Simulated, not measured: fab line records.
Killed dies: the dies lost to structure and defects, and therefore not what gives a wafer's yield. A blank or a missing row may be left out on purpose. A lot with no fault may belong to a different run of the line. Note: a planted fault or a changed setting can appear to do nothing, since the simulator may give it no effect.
Chamber matching + flow rit cmos + rie si-02 running RIT_GATE_ETCH_19: 4 sister chambers
The step etches poly-Si in SF6/CHF3/O2, stops on SiO2, time 165 s, target depth 312.5 nm. 18 wafers are shown with their chamber, then 9 later ones without.

EACH WAFER AND ITS CHAMBER
| wafer  | chamber | drypump motor current A (A) | throttle valve pct (%) | oes product au (a.u.) |
|--------|---------|-----------------------------|------------------------|-----------------------|
| L685.1 | 0       | 5.1                         | 10.24                  | 0.850                 |
| L685.4 | 3       | 5.4                         | 10.46                  | 0.848                 |
| L685.6 | 0       | 5.1                         | 10.24                  | 0.841                 |
| L689.1 | 2       | 6.3                         | 10.25                  | 0.842                 |
| L689.2 | 1       | 5.3                         | 10.06                  | 0.837                 |
| L689.4 | 0       | 5.1                         | 10.25                  | 0.833                 |
| L691.1 | 1       | 5.3                         | 10.04                  | 0.822                 |
| L691.3 | 0       | 5.1                         | 10.24                  | 0.829                 |
| L691.4 | 0       | 5.0                         | 10.25                  | 0.824                 |
| L693.1 | 0       | 5.1                         | 10.26                  | 0.832                 |
| L693.2 | 1       | 5.3                         | 10.04                  | 0.829                 |
| L693.4 | 2       | 6.3                         | 10.23                  | 0.838                 |
| L697.2 | 1       | 5.3                         | 10.05                  | 0.837                 |
| L697.4 | 3       | 5.4                         | 10.45                  | 0.835                 |
| L697.5 | 0       | 5.0                         | 10.24                  | 0.827                 |
| L701.1 | 2       | 6.4                         | 10.23                  | 0.839                 |
| L701.3 | 3       | 5.4                         | 10.47                  | 0.836                 |
| L701.4 | 0       | 5.0                         | 10.25                  | 0.827                 |

SIGNATURES, as means of the wafers listed above
| reading                 | chamber 0 | chamber 1 | chamber 2 | chamber 3 | scatter within a chamber |
|-------------------------|-----------|-----------|-----------|-----------|--------------------------|
| drypump motor current A | 5.062     | 5.300     | 6.333     | 5.400     | 0.0426                   |
| throttle valve pct      | 10.2462   | 10.0475   | 10.2367   | 10.4600   | 0.00898                  |
| oes product au          | 0.83287   | 0.83125   | 0.83967   | 0.83967   | 0.00753                  |
Rule: distance of a wafer from a chamber = root of the sum over the readings of ((wafer's reading minus chamber's mean) / reading's scatter) squared. If the next closest chamber is less than 2 further off than the closest, the wafer can't be placed; otherwise it belongs to the closest. The scatter: the root of (the sum of the squares of (reading less its chamber's mean) over the shown wafers, divided by (wafers less chambers)).

WAFERS MISSING THEIR CHAMBER
| wafer  | drypump motor current A (A) | throttle valve pct (%) | oes product au (a.u.) |
|--------|-----------------------------|------------------------|-----------------------|
| L703.1 | 5.4                         | 10.46                  | 0.849                 |
| L703.4 | 5.3                         | 10.05                  | 0.830                 |
| L703.6 | 5.3                         | 10.05                  | 0.843                 |
| L705.1 | 5.3                         | 10.07                  | 0.832                 |
| L705.3 | 6.3                         | 10.25                  | 0.834                 |
| L705.5 | 5.2                         | 10.06                  | 0.828                 |
| L707.2 | 6.3                         | 10.23                  | 0.845                 |
| L707.5 | 6.3                         | 10.25                  | 0.857                 |
| L707.6 | 5.3                         | 10.06                  | 0.841                 |

THE CHAMBER EACH PASSED THROUGH
| wafer  | from the rows above | in truth |
|--------|---------------------|----------|
| L703.1 | 3                   | 3        |
| L703.4 | 1                   | 1        |
| L703.6 | 1                   | 1        |
| L705.1 | 1                   | 1        |
| L705.3 | 2                   | 2        |
| L705.5 | 1                   | 1        |
| L707.2 | 2                   | 2        |
| L707.5 | 2                   | 2        |
| L707.6 | 1                   | 1        |
Correctly placed: 9 of 9. Not placeable from these rows: 0. 0 placed wrongly.
